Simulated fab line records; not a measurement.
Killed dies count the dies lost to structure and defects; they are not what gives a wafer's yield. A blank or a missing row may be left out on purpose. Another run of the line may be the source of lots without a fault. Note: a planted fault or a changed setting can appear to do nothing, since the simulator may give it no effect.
A lot that was struck, set against a sound lot :: flow rit cmos :: 20 steps out of a route of 202
Sound: wafers L605.2, L605.4, L605.6. Wafers L601.2, L601.3, L601.4 were the ones struck. The cause is given at the end.
Order at every step that has rows: each side's tool, ch and its chambers, its first start. Under that, the readings that differ: sound wafers :: struck wafers :: difference of the means :: sigmas: that difference in standard deviations of wafers without a fault.
alike: words and numbers the same on both sides, and readings whose means are apart by under 2 such deviations; not compared: readings that were withheld, readings missing a value for some wafer, numbers with overlapping values and no deviation given by the record, and bounds like >300 which may hide the same value.
Wherever a step has rows on one side only, a row that says differs or no value, or a row with sigmas, the two part there. Numbers that have no deviation but don't overlap get no sigmas and don't part them. Lack of a reading on every wafer of one side parts them only where that side has two or more wafers.

first, 4 steps without rows for these wafers: RIT_ACTIVE_SOFTBAKE_07 (time 60 s); RIT_ACTIVE_EXPOSE_08 (exposes mask M1, target cd 1400 nm); RIT_ACTIVE_PEB_09; RIT_ACTIVE_DEVELOP_10 (develop time 50 s).
RIT_ACTIVE_CD_MEAS_11: the cd target is 1400 nm.
  sound: cd sem-01 at day 5 00:40; struck: cd sem-02 at day 4 04:15
  alike: cd nm
then, 1 step without rows for these wafers: RIT_ACTIVE_HARDBAKE_12 (time 60 s).
RIT_ACTIVE_ETCH_13: etches Si3N4 in SF6, stops on SiO2, time 210 s, target depth 210 nm.
  sound on rie diel-02 ch 1,2,3, day 5 00:55; struck on rie diel-02 ch 0,2,3, day 4 04:30
  alike: drypump motor current A, oes product au, throttle valve pct
  not compared: rf hours counter h
RIT_ACTIVE_STRIP_14: strips in O2, time 180 s.
  sound on plasma asher-02 ch 0, day 5 01:02; struck on plasma asher-02 ch 0,1, day 4 04:38
  alike: drypump motor current A
  not compared: rf hours counter h
RIT_ACTIVE_CD_MEAS_90: the cd target is 1400 nm.
  sound: cd sem-01 at day 5 01:14; struck: cd sem-01 at day 4 04:50
  alike: cd nm
then, 3 steps without rows for these wafers: RIT_ACTIVE_CLEAN_15 (cleans in SC1, time 600 s); RIT_ACTIVE_CLEAN_16 (cleans in dHF, time 30 s); RIT_ACTIVE_CLEAN_17 (cleans in SC2, time 600 s).
RIT_FOX1_OXIDATION_00: target thk 350.7 nm, ox time 1130 s.
  sound on furnace-03 ch 0, day 5 01:44; struck on furnace-01 ch 0, day 4 05:19
reading: ox time s (s)
sound: 1130 1130 1130
struck: 565 565 565
difference: -565
sigmas: 

reading: model.SiO2_of_FOX1_OXIDATION_00.thk nm (nm)
sound: 352.6 360.6 356.3
struck: 234.7 239.3 235.2
difference: -120.1
sigmas: 

reading: model.Si3N4_of_ACTIVE_CVD_03.thk nm (nm)
sound: 144.5 143 143.4
struck: 145.5 145.5 147.5
difference: +2.5
sigmas: 
  alike: ox temp c max, spike tc source C, tube_center_temp_C_max
RIT_FOX1_THK_MEAS_01:
  sound: film metro-03 at day 5 03:04; struck: film metro-04 at day 4 06:38
reading: FOX1_OXIDE_THK (nm)
sound: 353 361 357
struck: 235 239 235
difference: -121
sigmas: -16
then, 2 steps without rows for these wafers: RIT_FOX1_WET_ETCH_02 (etches SiO2 in BOE, target depth 350 nm, time 390 s); RIT_FOX2_OXIDATION_00 (target thk 350.7 nm, ox time 1130 s).
RIT_FOX2_THK_MEAS_01:
  sound: film metro-03 at day 5 04:33; struck: film metro-01 at day 4 08:08
  alike: FOX2_OXIDE_THK
RIT_FOX2_CLEAN_02: cleans in dHF, time 180 s.
  sound on wet bench-04 ch 3, day 5 04:36; struck on wet bench-02 ch 1, day 4 08:11
reading: model.Si3N4_of_ACTIVE_CVD_03.thk nm (nm)
sound: 132.7 131.2 131.6
struck: 133.7 133.7 135.7
difference: +2.5
sigmas: 
then, 1 step without rows for these wafers: RIT_FOX2_WET_ETCH_03 (etches Si3N4 in H3PO4, target depth 195 nm, time 2700 s).
RIT_M1_PROBE_99:
  sound: prober-02 at day 6 18:39; struck: prober-02 at day 5 23:13
reading: model.etest.pplus sal.width nm (nm)
sound: 3428 3430 3427
struck: 3576 3584 3576
difference: +150
sigmas: 

reading: model.etest.nplus sal.width nm (nm)
sound: 3454 3447 3433
struck: 3562 3564 3556
difference: +116
sigmas: 

reading: model.etest.pldd.width nm (nm)
sound: 3176 3170 3159
struck: 3261 3292 3267
difference: +105
sigmas: 

reading: model.etest.nldd.width nm (nm)
sound: 3160 3142 3160
struck: 3266 3288 3278
difference: +123
sigmas: 

reading: model.etest.nmos narrow.drive ua um
sound: 232.2 225.9 227
struck: 250.9 262.9 250.3
difference: +26.3
sigmas: 

reading: model.etest.pmos narrow.drive ua um
sound: 107.3 106.7 104.6
struck: 118.5 122.3 116.1
difference: +12.8
sigmas: 

reading: model.etest.field p metal.vt v (V)
sound: -28.44 -28.79 -28.8
struck: -30.96 -30.62 -31.23
difference: -2.26
sigmas: 

reading: model.etest.field p.vt v (V)
sound: -12.56 -12.47 -12.46
struck: -13.6 -13.6 -13.67
difference: -1.1
sigmas: 
  alike: killed at front end, killed dies, killed on rim, killed open, killed short

== WHERE THEY PART ==
RIT_FOX1_THK_MEAS_01 only, going by this record. Later steps at which nothing parts them and some readings are alike: RIT_FOX2_THK_MEAS_01, RIT_M1_PROBE_99.

WHY: what had been put in by the simulator
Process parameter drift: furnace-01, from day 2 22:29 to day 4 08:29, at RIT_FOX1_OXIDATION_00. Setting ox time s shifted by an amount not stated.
